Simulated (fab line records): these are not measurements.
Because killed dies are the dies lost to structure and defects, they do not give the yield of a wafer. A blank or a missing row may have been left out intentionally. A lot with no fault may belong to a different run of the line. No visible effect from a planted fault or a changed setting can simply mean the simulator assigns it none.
Which tool did it? + flow berkeley cmos170 + 15 lots with 45 wafers sampled at 5 steps, on a route of 331 steps

== WHAT EACH GAUGE READ, for each wafer ==
UCB170_NWELL_THK_MEAS_02. Usual: NWELL_OXIDE_THK typically reads 26.8 nm, with standard deviation 0.45.
| lot  | measured    | on            | NWELL_OXIDE_THK (nm) | flag |
|------|-------------|---------------|----------------------|------|
| L662 | day 2 01:33 | film metro-02 | 26.3 26.3 26.6       |      |
| L664 | day 2 13:15 | film metro-02 | 27.0 26.8 26.9       |      |
| L665 | day 2 19:31 | film metro-03 | 26.4 26.6 26.8       |      |
| L666 | day 3 01:14 | film metro-02 | 26.8 26.7 26.5       |      |
| L667 | day 3 05:26 | film metro-03 | 26.4 27.5 27.1       |      |
| L668 | day 3 10:14 | film metro-01 | 26.6 26.7 26.4       |      |
| L669 | day 3 16:49 | film metro-01 | 26.5 26.7 26.5       |      |
| L670 | day 3 21:20 | film metro-02 | 26.8 27.2 26.3       |      |
| L671 | day 4 02:01 | film metro-03 | 27.0 26.5 26.9       |      |
| L672 | day 4 10:05 | film metro-02 | 26.8 26.0 26.3       |      |
| L673 | day 4 17:45 | film metro-03 | 27.4 26.9 27.4       |      |
| L674 | day 4 20:27 | film metro-01 | 41.5 41.5 41.3       | OFF  |
| L676 | day 5 09:07 | film metro-03 | 40.1 39.4 39.9       | OFF  |
| L679 | day 5 21:33 | film metro-01 | 39.6 40.0 38.9       | OFF  |
| L683 | day 6 20:25 | film metro-02 | 27.2 27.5 27.4       |      |

UCB170_NWELL_TW_MEAS_16. Usual: NWELL_TW typically reads 1240, with standard deviation 9.
| lot  | measured    | on            | NWELL_TW       | flag |
|------|-------------|---------------|----------------|------|
| L662 | day 2 12:28 | film metro-01 | 1230 1235 1230 |      |
| L664 | day 2 21:21 | film metro-02 | 1252 1254 1255 |      |
| L665 | day 3 01:08 | film metro-03 | 1235 1242 1236 |      |
| L666 | day 3 08:49 | film metro-02 | 1244 1251 1248 |      |
| L667 | day 3 14:38 | film metro-03 | 1233 1235 1237 |      |
| L668 | day 3 19:05 | film metro-01 | 1236 1232 1238 |      |
| L669 | day 4 00:11 | film metro-02 | 1247 1248 1250 |      |
| L670 | day 4 06:35 | film metro-03 | 1227 1229 1231 |      |
| L671 | day 4 09:13 | film metro-02 | 1253 1252 1246 |      |
| L672 | day 4 21:07 | film metro-03 | 1232 1231 1229 |      |
| L673 | day 5 03:58 | film metro-01 | 1237 1239 1239 |      |
| L674 | day 5 03:33 | film metro-01 | 1235 1237 1235 |      |
| L676 | day 5 15:38 | film metro-03 | 1235 1239 1235 |      |
| L679 | day 6 04:02 | film metro-03 | 1233 1229 1230 |      |
| L683 | day 7 04:13 | film metro-02 | 1251 1251 1252 |      |

UCB170_ACTIVE_CD_MEAS_13 targets a cd of 1200 nm. Usual: 1200.1 nm for cd nm, sd 1.4.
| lot  | measured    | on        | cd nm (nm)           | flag |
|------|-------------|-----------|----------------------|------|
| L662 | day 4 11:50 | cd sem-02 | 1199.0 1199.1 1199.1 |      |
| L664 | day 4 23:33 | cd sem-01 | 1200.9 1202.9 1202.8 |      |
| L665 | day 4 23:46 | cd sem-02 | 1198.4 1199.7 1200.0 |      |
| L666 | day 5 11:26 | cd sem-02 | 1201.4 1202.5 1202.0 |      |
| L667 | day 5 19:55 | cd sem-02 | 1198.6 1198.9 1199.8 |      |
| L668 | day 5 19:41 | cd sem-02 | 1201.2 1201.6 1202.0 |      |
| L669 | day 6 13:52 | cd sem-01 | 1198.7 1201.6 1199.5 |      |
| L670 | day 6 13:35 | cd sem-02 | 1201.1 1200.0 1200.2 |      |
| L671 | day 6 14:10 | cd sem-01 | 1199.3 1199.2 1200.5 |      |
| L672 | day 7 02:20 | cd sem-02 | 1199.9 1199.6 1201.0 |      |
| L673 | day 7 08:21 | cd sem-01 | 1199.3 1198.7 1197.4 |      |
| L674 | day 7 08:05 | cd sem-02 | 1196.0 1196.9 1197.3 |      |
| L676 | day 7 23:05 | cd sem-01 | 1200.6 1199.8 1202.3 |      |
| L679 | day 8 01:57 | cd sem-02 | 1199.7 1200.4 1201.8 |      |
| L683 | day 9 05:48 | cd sem-01 | 1201.6 1201.2 1200.2 |      |

== WHAT TOOL EACH LOT RAN ON (gives the tool, then ch and the chambers of the sampled wafers, and finally the start) ==
| lot  | UCB170_ZERO_STRIP_07                | UCB170_NWELL_OXIDATION_01    |
|------|-------------------------------------|------------------------------|
| L662 | plasma asher-02 ch 0,1, day 1 21:52 | furnace-03 ch 0, day 2 00:10 |
| L664 | plasma asher-01 ch 0,1, day 2 09:03 | furnace-03 ch 0, day 2 11:52 |
| L665 | plasma asher-02 ch 0,1, day 2 14:08 | furnace-04 ch 0, day 2 18:10 |
| L666 | plasma asher-04 ch 0,1, day 2 20:57 | furnace-04 ch 0, day 2 23:53 |
| L667 | plasma asher-01 ch 0,1, day 3 00:13 | furnace-04 ch 0, day 3 04:05 |
| L668 | plasma asher-04 ch 0,1, day 3 06:37 | furnace-01 ch 0, day 3 08:51 |
| L669 | plasma asher-04 ch 0,1, day 3 12:24 | furnace-03 ch 0, day 3 15:28 |
| L670 | plasma asher-02 ch 0,1, day 3 17:01 | furnace-03 ch 0, day 3 19:59 |
| L671 | plasma asher-04 ch 1, day 3 19:55   | furnace-04 ch 0, day 4 00:40 |
| L672 | plasma asher-02 ch 0,1, day 4 04:09 | furnace-04 ch 0, day 4 08:43 |
| L673 | plasma asher-01 ch 0,1, day 4 10:57 | furnace-01 ch 0, day 4 16:23 |
| L674 | plasma asher-02 ch 0,1, day 4 11:13 | furnace-01 ch 0, day 4 16:23 |
| L676 | plasma asher-02 ch 0,1, day 4 21:41 | furnace-01 ch 0, day 5 02:24 |
| L679 | plasma asher-04 ch 0,1, day 5 13:19 | furnace-01 ch 0, day 5 17:16 |
| L683 | plasma asher-04 ch 0,1, day 6 15:57 | furnace-01 ch 0, day 6 19:03 |
- UCB170_ZERO_STRIP_07: strips in O2.
- UCB170_NWELL_OXIDATION_01: target thk 26.4 nm, ox time 1260 s.

== WHAT THE TOOLS THEMSELVES READ (means of the sampled wafers that have a number; where no wafer has one, the mark that the record gives instead) ==
UCB170_ZERO_STRIP_07. Usual: drypump motor current A 5.9 A, standard deviation 0.58; oes product au 0.727 a.u., standard deviation 0.0044; strip time to endpoint s 21.51 s, standard deviation 0.059.
| lot  | tool            | drypump motor current A (A) | oes product au (a.u.) | strip time to endpoint s (s) | flag |
|------|-----------------|-----------------------------|-----------------------|------------------------------|------|
| L662 | plasma asher-02 | 5.6                         | 0.729                 | 21.51                        |      |
| L664 | plasma asher-01 | 5.0                         | 0.728                 | 21.57                        |      |
| L665 | plasma asher-02 | 5.5                         | 0.725                 | 21.49                        |      |
| L666 | plasma asher-04 | 6.4                         | 0.726                 | 21.51                        |      |
| L667 | plasma asher-01 | 5.0                         | 0.727                 | 21.53                        |      |
| L668 | plasma asher-04 | 6.1                         | 0.729                 | 21.39                        |      |
| L669 | plasma asher-04 | 6.1                         | 0.728                 | 21.48                        |      |
| L670 | plasma asher-02 | 5.9                         | 0.726                 | 21.52                        |      |
| L671 | plasma asher-04 | 5.9                         | 0.725                 | 21.59                        |      |
| L672 | plasma asher-02 | 5.5                         | 0.731                 | 21.54                        |      |
| L673 | plasma asher-01 | 5.0                         | 0.730                 | 21.54                        |      |
| L674 | plasma asher-02 | 5.9                         | 0.730                 | 21.45                        |      |
| L676 | plasma asher-02 | 5.9                         | 0.724                 | 21.45                        |      |
| L679 | plasma asher-04 | 6.4                         | 0.727                 | 21.48                        |      |
| L683 | plasma asher-04 | 6.1                         | 0.725                 | 21.49                        |      |

== THE ANSWER, worked out from the rows above alone ==
Rule: a lot counts as off when the mean over its wafers that have a number is more than 3 standard deviations away from the usual mean. Also off: a lot with no number at a reading for which 4 or more lots have one. Where the step has rows for the other lots, those lots are counted as sound. Order of review: gauges by route order, followed by the tools' own readings, for which a lot's mean as printed above is used. At the first step where some lot is off, the reading lying furthest off is the one used; lots without a number count as furthest.
Off: at UCB170_NWELL_THK_MEAS_02 (NWELL_OXIDE_THK), L674, L676, L679.
If a tool, at a process step before that reading, ran all the lots that are off and no sound lot after the first of them, it fits. Gauges at UCB170_NWELL_THK_MEAS_02: tried the same way as those tools. No candidate that was tried fits.

== WHAT HAD BEEN PUT IN BY THE SIMULATOR ==
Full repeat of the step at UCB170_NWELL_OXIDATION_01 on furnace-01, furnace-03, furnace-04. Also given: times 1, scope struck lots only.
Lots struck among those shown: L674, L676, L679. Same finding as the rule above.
